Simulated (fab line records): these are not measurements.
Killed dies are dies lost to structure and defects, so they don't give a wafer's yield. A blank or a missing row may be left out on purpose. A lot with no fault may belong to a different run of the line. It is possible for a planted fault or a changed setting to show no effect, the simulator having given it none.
Which tool was responsible? / flow berkeleyCmos170 / 7 lots with 21 wafers sampled at 3 steps, on a route of 331 steps

## WHAT THE GAUGES READ, wafer by wafer
UCB170_PFIELD_OVL_MEAS_06.
lot=L721; measured=day 4 20:29; on=overlay-02; PFIELD_OVL (nm)=3 -4 6
lot=L726; measured=day 6 02:44; on=overlay-01; PFIELD_OVL (nm)=0 2 -8
lot=L729; measured=day 7 03:42; on=overlay-01; PFIELD_OVL (nm)=7 2 3
lot=L733; measured=day 7 11:23; on=overlay-02; PFIELD_OVL (nm)=-7 -3 -5
lot=L736; measured=day 7 19:40; on=overlay-02; PFIELD_OVL (nm)=-1 2 9
lot=L740; measured=day 8 11:14; on=overlay-02; PFIELD_OVL (nm)=-5 -7 -2
lot=L741; measured=day 8 14:08; on=overlay-02; PFIELD_OVL (nm)=8 9 4

## TOOL THAT RAN EACH LOT (tool first, then ch and the chambers of the sampled wafers, then the start)
lot=L721; UCB170_PWELL_ETCH_14=rieDiel-03 ch 0,2, day 3 13:25; UCB170_PWELL_STRIP_16=plasmaAsher-03 ch 0,1, day 3 13:40
lot=L726; UCB170_PWELL_ETCH_14=rieDiel-01 ch 0,1, day 4 18:57; UCB170_PWELL_STRIP_16=plasmaAsher-04 ch 0,1, day 4 19:14
lot=L729; UCB170_PWELL_ETCH_14=rieDiel-03 ch 0,1, day 5 19:47; UCB170_PWELL_STRIP_16=plasmaAsher-03 ch 0, day 5 20:02
lot=L733; UCB170_PWELL_ETCH_14=rieDiel-01 ch 0,1,3, day 6 06:39; UCB170_PWELL_STRIP_16=plasmaAsher-02 ch 0,1, day 6 06:54
lot=L736; UCB170_PWELL_ETCH_14=rieDiel-04 ch 0,3, day 6 19:43; UCB170_PWELL_STRIP_16=plasmaAsher-04 ch 0,1, day 6 19:58
lot=L740; UCB170_PWELL_ETCH_14=rieDiel-04 ch 1,2,3, day 7 07:50; UCB170_PWELL_STRIP_16=plasmaAsher-04 ch 0,1, day 7 08:05
lot=L741; UCB170_PWELL_ETCH_14=rieDiel-04 ch 0,1,3, day 7 12:45; UCB170_PWELL_STRIP_16=plasmaAsher-04 ch 0,1, day 7 13:00
- UCB170_PWELL_ETCH_14: etches Si3N4 in CH3F/Ar/O2, stops on SiO2, target depth 242 nm, time 151 s.
- UCB170_PWELL_STRIP_16: strips in O2.

## THE ANSWER, worked out from the rows above alone
Rule: the lots themselves supply what counts as usual. Put in order of their means at a reading, lots are off if they are a third of the lots or fewer, leave a main group of 4 or more, and stand apart from it by a gap of 3 or more times the standard deviation of the main group's means; of several such gaps the widest counts. A main group is skipped when, at the precision printed for the reading in the tables above, its means are all equal. A lot without any number at a reading at which 4 lots or more have one is off too. The other lots that the step has rows for count as sound.
Across all readings shown, no lot is off: no conclusion can be drawn from this.

## WHAT THE SIMULATOR HAD PUT IN
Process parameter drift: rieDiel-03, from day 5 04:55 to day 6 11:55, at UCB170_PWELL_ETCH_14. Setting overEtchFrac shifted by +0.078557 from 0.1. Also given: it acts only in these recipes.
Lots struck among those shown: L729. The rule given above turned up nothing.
